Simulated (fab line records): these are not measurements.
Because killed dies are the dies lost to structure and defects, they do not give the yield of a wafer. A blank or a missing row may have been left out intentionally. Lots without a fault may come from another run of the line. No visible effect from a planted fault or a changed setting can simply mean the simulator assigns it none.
Which tool did it? | flow ritCmos | Sampling: 16 lots, 48 wafers, 2 of 202 route steps

## WHAT EACH GAUGE READ, for each wafer
RIT_M1_OVL_MEAS_10.
lot  | measured    | on         | M1_OVL (nm)
L139 | day 3 07:40 | overlay-02 | 1.4 -0.6 1.1
L141 | day 3 17:09 | overlay-01 | -2.4 -1.6 0.0
L143 | day 4 04:01 | overlay-02 | -0.6 -0.8 1.4
L145 | day 4 13:10 | overlay-01 | 1.5 -1.4 0.1
L146 | day 4 17:55 | overlay-02 | 1.2 0.5 -0.1
L148 | day 5 04:40 | overlay-01 | 0.3 -1.2 -1.2
L149 | day 5 08:22 | overlay-01 | -1.2 -3.0 -1.2
L150 | day 5 14:41 | overlay-02 | 1.2 1.5 1.9
L151 | day 5 18:26 | overlay-02 | -0.8 -0.2 1.9
L152 | day 6 04:40 | overlay-02 | 358.1 358.7 360.1 357.8 359.2 359.8
L153 | day 6 06:22 | overlay-02 | 358.2 358.1 358.8 358.4 358.5 358.8
L154 | day 6 08:28 | overlay-02 | 1.8 1.2 1.3
L155 | day 6 15:26 | overlay-02 | 359.4 362.1 358.6 359.3 361.7 358.5
L156 | day 6 21:53 | overlay-01 | 361.1 359.6 359.8 361.2 359.8 359.7
L159 | day 7 11:24 | overlay-01 | -2.0 -1.4 -3.5
L160 | day 7 14:49 | overlay-01 | -0.9 -0.1 -1.4

## WHICH TOOL RAN EACH LOT (tool, then ch and the chambers of the sampled wafers, then the start)
lot  | RIT_M1_EXPOSE_06
L139 | ilineStepper-01 ch 0, day 3 07:07
L141 | ilineStepper-01 ch 0, day 3 16:30
L143 | ilineStepper-02 ch 0, day 4 03:28
L145 | ilineStepper-01 ch 0, day 4 12:38
L146 | ilineStepper-01 ch 0, day 4 17:22
L148 | ilineStepper-02 ch 0, day 5 04:08
L149 | ilineStepper-02 ch 0, day 5 07:49
L150 | ilineStepper-01 ch 0, day 5 14:08
L151 | ilineStepper-01 ch 0, day 5 17:53
L152 | ilineStepper-01 ch 0, day 6 04:05
L153 | ilineStepper-01 ch 0, day 6 05:50
L154 | ilineStepper-02 ch 0, day 6 07:57
L155 | ilineStepper-01 ch 0, day 6 14:50
L156 | ilineStepper-01 ch 0, day 6 21:17
L159 | ilineStepper-02 ch 0, day 7 10:52
L160 | ilineStepper-02 ch 0, day 7 14:16
- RIT_M1_EXPOSE_06: exposes mask M12, target cd 2600 nm.

## WHAT THE TOOLS THEMSELVES READ (means of the sampled wafers that have a number; where no wafer has one, the mark that the record gives instead)
The record holds no such reading with a usual standard deviation.

## THE ANSWER, worked out from the rows above alone
Rule: what is usual is taken from the lots themselves. Put in order of their means at a reading, lots are off if they are a third of the lots or fewer, leave a main group of 4 or more, and stand apart from it by a gap of 3 or more times the standard deviation of the main group's means; of several such gaps the widest counts. The tables above print the reading to a certain number of digits; a main group whose means all agree to those digits is not used. Also off: a lot with no number at a reading for which 4 or more lots have one. All remaining lots with rows at the step are treated as sound. Order of review: gauges by route order, followed by the tools' own readings, for which a lot's mean as printed above is used. The first step at which some lot is off is used, and at that step the reading that is off furthest; a lot without a number counts as furthest.
Off: L152, L153, L155, L156, seen at RIT_M1_OVL_MEAS_10 (M1_OVL). Main group: mean -0.2 nm, sd 1.2.
If a tool, at a process step before that reading, ran all the lots that are off and no sound lot after the first of them, it fits. Gauges at RIT_M1_OVL_MEAS_10: tried the same way as those tools. One candidate fits, namely ilineStepper-01 at RIT_M1_EXPOSE_06. A fault onset in the window from L151 (day 5 17:53, its last sound lot) to L152 (day 6 04:05, its first lot off) fits.

## WHAT WAS PUT IN BY THE SIMULATOR
Scanner matching overlay: ilineStepper-01, from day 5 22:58 on, at RIT_M1_EXPOSE_06. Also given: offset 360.
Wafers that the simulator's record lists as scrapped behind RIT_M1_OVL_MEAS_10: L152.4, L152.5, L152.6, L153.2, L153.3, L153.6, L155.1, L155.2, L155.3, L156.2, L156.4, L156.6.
Shown lots that were struck: L152, L153, L155, L156. The rule above found the same.
